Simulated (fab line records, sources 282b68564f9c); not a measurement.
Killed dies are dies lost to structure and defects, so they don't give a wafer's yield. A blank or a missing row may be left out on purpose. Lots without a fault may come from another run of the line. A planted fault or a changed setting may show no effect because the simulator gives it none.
Which tool did it? | flow rit_cmos | 6 lots, 18 wafers sampled, at 2 steps of a route of 202

WHAT THE GAUGES READ, wafer by wafer
RIT_NRETRO_TW_MEAS_10.
lot  | measured    | on            | NRETRO_TW
L404 | day 3 04:01 | film_metro-04 | 1056 1053 1050
L412 | day 4 19:05 | film_metro-03 | 1066 1062 1066
L415 | day 5 09:06 | film_metro-03 | 1074 1071 1069
L417 | day 5 20:26 | film_metro-04 | 1060 1061 1057
L419 | day 6 06:33 | film_metro-04 | 1060 1061 1057
L421 | day 6 14:41 | film_metro-01 | 1037 1042 1040

WHICH TOOL RAN EACH LOT (tool, then ch and the chambers of the sampled wafers, then the start)
lot  | RIT_NWELL_STRIP_09
L404 | plasma_asher-01 ch 0,1, day 2 19:16
L412 | plasma_asher-01 ch 0,1, day 4 09:40
L415 | plasma_asher-01 ch 0,1, day 5 00:04
L417 | plasma_asher-01 ch 1, day 5 11:10
L419 | plasma_asher-03 ch 0,1, day 5 20:54
L421 | plasma_asher-01 ch 0,1, day 6 05:51
- RIT_NWELL_STRIP_09: strips in O2, time 180 s.

THE ANSWER, worked out from the rows above alone
Rule: what is usual is taken from the lots themselves. Put in order of their means at a reading, lots are off if they are a third of the lots or fewer, leave a main group of 4 or more, and stand apart from it by a gap of 3 or more times the standard deviation of the main group's means; of several such gaps the widest counts. A main group whose means are all the same, to the digits that the tables above print for the reading, isn't used. A lot without any number at a reading at which 4 lots or more have one is off too. The other lots that the step has rows for count as sound.
No lot is off at any reading shown: from this, nothing can be told.

WHAT THE SIMULATOR HAD PUT IN
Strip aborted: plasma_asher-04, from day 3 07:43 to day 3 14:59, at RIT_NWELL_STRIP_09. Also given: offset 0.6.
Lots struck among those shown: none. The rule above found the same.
